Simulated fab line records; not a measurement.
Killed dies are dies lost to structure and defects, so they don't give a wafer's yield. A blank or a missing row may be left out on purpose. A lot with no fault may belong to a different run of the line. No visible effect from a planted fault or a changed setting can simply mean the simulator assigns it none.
fab line records + flow rit-cmos
record
- lots=14
- wafers=42
- last-day=7
route steps=202 shown CONTACT@175
lots untouched by any fault: they come from a run of this same line in which no faults occurred
start-h: hours from the record's opening day to when the first of the lot's shown wafers began + wait-h: hours from the lot's prior step to this one + " as in the row above + L1.1+2: a single row standing in for several wafers + - no value, or no start given + * or withheld: withheld + < > ~ a bound
route shown NAME@n: NAME is a module with steps in the file, n the number in the route of the first one + usual: mean and standard deviation over wafers with no fault + same: alike in all rows + chamber/n: place in a boat + sites: each site's reading + _std_site: standard deviation across them + _edge_site: outer sites' mean less inner sites' + radius-mm: how far each site lies from the wafer's centre + mask NAME#n: copy n + behind: the most recent tool/chamber to have shaped the wafer + hold: why the lot went on hold/how many hours it stayed there/how the hold came to an end + device: whichever transistor did not switch (one of n, p or np) + end of line: the route-end tests of the same wafers + step lacking rows: just its recipe + killed: not the wafer's yield, but the dies lost to structure and defects at the first sort + map: a wafer's dies, x killed, . not, _ none there
set.NAME: the setting that was run; set.NAME@STEP: the one run at that earlier step + model.NAME: the simulator's own value behind a step, which no gauge read
steps of the route over a sample of lots; a table a step, a row a wafer
## steps
# step RIT_CONTACT_DEVELOP_07
# recipe
- resist=NOVOLAK
- develop-time-s=120
- dev-temp-c=23
# usual
- chill-plate-temp-C=23.01/0.11
- develop-time-s=120/0
| lot.wafer | tool           | chamber | start-h | wait-h | chill-plate-temp-C | develop-time-s |
|-----------|----------------|---------|---------|--------|--------------------|----------------|
| L612.2    | litho-track-04 | 0       | 57      | -      | 22.83              | 120            |
| L612.3    | "              | 0       | "       | "      | 22.93              | 120            |
| L612.6    | "              | 0       | "       | "      | 22.95              | 120            |
| L614.1    | litho-track-04 | 0       | 71      | -      | 22.94              | 120            |
| L614.3    | "              | 0       | "       | "      | 22.95              | 120            |
| L614.4    | "              | 0       | "       | "      | 22.74              | 120            |
| L615.2    | litho-track-04 | 0       | 75      | -      | 23.14              | 120            |
| L615.3    | "              | 0       | "       | "      | 23.11              | 120            |
| L615.4    | "              | 0       | "       | "      | 23.31              | 120            |
| L616.1    | litho-track-04 | 0       | 80      | -      | 23.04              | 120            |
| L616.3    | "              | 0       | "       | "      | 23.15              | 120            |
| L616.5    | "              | 0       | "       | "      | 23.02              | 120            |
| L618.1    | litho-track-04 | -       | 86      | -      | -                  | -              |
| L618.2    | "              | -       | "       | "      | -                  | -              |
| L618.3    | "              | -       | "       | "      | -                  | -              |
| L619.1    | litho-track-01 | -       | 88      | -      | -                  | -              |
| L619.4    | "              | -       | "       | "      | -                  | -              |
| L619.6    | "              | -       | "       | "      | -                  | -              |
| L625.1    | litho-track-03 | 0       | 118     | -      | 23.06              | 120            |
| L625.2    | "              | 0       | "       | "      | 22.96              | 120            |
| L625.6    | "              | 0       | "       | "      | 22.99              | 120            |
| L627.1    | litho-track-01 | 0       | 128     | -      | 22.99              | 120            |
| L627.3    | "              | 0       | "       | "      | 22.93              | 120            |
| L627.5    | "              | 0       | "       | "      | 23.18              | 120            |
| L629.4    | litho-track-01 | 0       | 137     | -      | 23.05              | 120            |
| L629.5    | "              | 0       | "       | "      | 23.03              | 120            |
| L629.6    | "              | 0       | "       | "      | 23.08              | 120            |
| L631.4    | litho-track-01 | 0       | 146     | -      | 22.91              | 120            |
| L631.5    | "              | 0       | "       | "      | 22.99              | 120            |
| L631.6    | "              | 0       | "       | "      | 22.80              | 120            |
| L632.1    | litho-track-01 | 0       | 151     | -      | 22.97              | 120            |
| L632.3    | "              | 0       | "       | "      | 23.18              | 120            |
| L632.6    | "              | 0       | 152     | -      | 22.97              | 120            |
| L633.1    | litho-track-01 | 0       | 155     | -      | 22.95              | 120            |
| L633.3    | "              | 0       | "       | "      | 23.16              | 120            |
| L633.6    | "              | 0       | "       | "      | 23.05              | 120            |
| L634.2    | litho-track-04 | 0       | 161     | -      | 22.98              | 120            |
| L634.5    | "              | 0       | "       | "      | 22.96              | 120            |
| L634.6    | "              | 0       | "       | "      | 22.88              | 120            |
| L635.1    | litho-track-01 | 0       | 166     | -      | 22.88              | 120            |
| L635.5    | "              | 0       | "       | "      | 22.89              | 120            |
| L635.6    | "              | 0       | "       | "      | 22.85              | 120            |
## key
first-sign
- step=RIT_CONTACT_DEVELOP_07
- reading=tool-record
- direction=missing
effect none on later readings
met-at RIT_CONTACT_DEVELOP_07
struck-lots L618,L619
later-rows-left-out L618.1,L618.2,L618.3,L619.1,L619.4,L619.6
sort-left-out L618.1,L618.2,L618.3,L619.1,L619.4,L619.6
tester-left-out L618,L619
onset-between 80 86
fault
- kind=skipped-step-whole
- tool=litho-track-01,litho-track-04
- chamber=-
- onset-h=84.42
- steps=RIT_CONTACT_DEVELOP_07
- scope=struck-lots-only
# tester-left-out: of these lots the tester's yield and bins aren't shown, on N5 and GAA mostly nor the transistor test; their killed dies are dies lost to structure and defects alone, not to doping, threshold or leakage, so they don't give the yield
# sort-left-out: the simulated sort isn't trusted on such a fault, so these wafers' sort isn't shown, and their yield isn't known
# later-rows-left-out: the simulator's readings of these wafers behind a module that went badly wrong aren't trusted and aren't shown, but for the sort
